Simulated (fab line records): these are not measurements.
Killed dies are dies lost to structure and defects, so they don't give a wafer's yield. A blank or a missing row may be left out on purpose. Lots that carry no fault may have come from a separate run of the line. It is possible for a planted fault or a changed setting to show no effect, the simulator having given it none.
Problem report, 8D (eight disciplines) form, completed by code | flow rit-cmos | the parts of the form that need people (team, actions taken, sign-off) are left out

== 1. THE ISSUE ==
Across 6 wafers from 2 lots, NRETRO_TW at RIT_NRETRO_TW_MEAS_10 averages 225, while fault-free wafers read 1040 with a standard deviation of 14. Measured from the usual mean, that is -58 standard deviations.
Earliest sighting: wafer L130.2 on film-metro-04 at day 5 13:33. The record holds 42 wafers of 14 lots with a number at this step. The rule behind "out" and "out of limits": a value lying over 4 standard deviations away from the usual mean. The rest of the wafers with a number are treated as sound.

== 2. WHAT IT IS, WHAT IT ISN'T ==
question                    | is                           | is not
which readings at this step | NRETRO_TW                    | -
which lots                  | L130, L131                   | L117, L118, L119, L120, L121, L122, L123, L125, L132, L133, L136, L137
which wafers of those lots  | all that have a number       | -
read on which gauges        | film-metro-01, film-metro-04 | film-metro-02
when                        | from day 5 13:33             | up to then (24 sound wafers); but 12 sound wafers of L132, L133, L136, L137 came after

== 3. THE SUSPECTS, EACH WITH WHAT RULES IT OUT ==
Counting: any tool at a process step up to the reading is kept as a suspect provided that every lot that is out went through it and no sound lot did after the first of them.
- the gauge at RIT_NRETRO_TW_MEAS_10: ruled out. The wafers that are out were read on 2 gauges (film-metro-01, film-metro-04).
- litho-track-02 at RIT_NRETRO_DEVELOP_05 (develop time 68 s): kept. It ran every lot that is out, first L130 (day 5 12:00), and no sound lot after that; its last sound lot up to then is L121 (day 3 11:00).
The count leaves litho-track-02 at RIT_NRETRO_DEVELOP_05.

== 4. THE CAUSE (what the simulator had put in) ==
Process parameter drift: litho-track-02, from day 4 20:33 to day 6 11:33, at RIT_NRETRO_DEVELOP_05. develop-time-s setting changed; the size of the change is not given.
After counting, this tool was the only one left.

== 5. THE CHAIN OF EFFECTS, in route order ==
Each row: a reading whose mean over the struck wafers that have a number lies more than 3 standard deviations from the usual. Scope: only readings with a usual standard deviation given in the record; hours: median across lots of the time from each lot's start at the first step in this table that gives one to its start at this step; sigmas: change in usual standard deviations.
hours | step                  | reading   | usual | on struck wafers | change | sigmas
0     | RIT_NRETRO_TW_MEAS_10 | NRETRO_TW | 1040  | 225              | -815   | -58

== 6. WHAT WOULD HAVE CAUGHT IT SOONER ==
17 hours passed between the start of the fault at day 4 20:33 and the first reading out of limits at a measuring or inspecting step in this record, taken at day 5 13:33.
Of the tool readings at RIT_NRETRO_DEVELOP_05 for which the record gives a usual standard deviation, none was out on any struck wafer, so an alarm limit of 4 standard deviations on them would not have fired.
Lots out: 2; of these, L131 started RIT_NRETRO_DEVELOP_05 on litho-track-02 after day 5 13:33. Holding the tool at that time would have saved it.
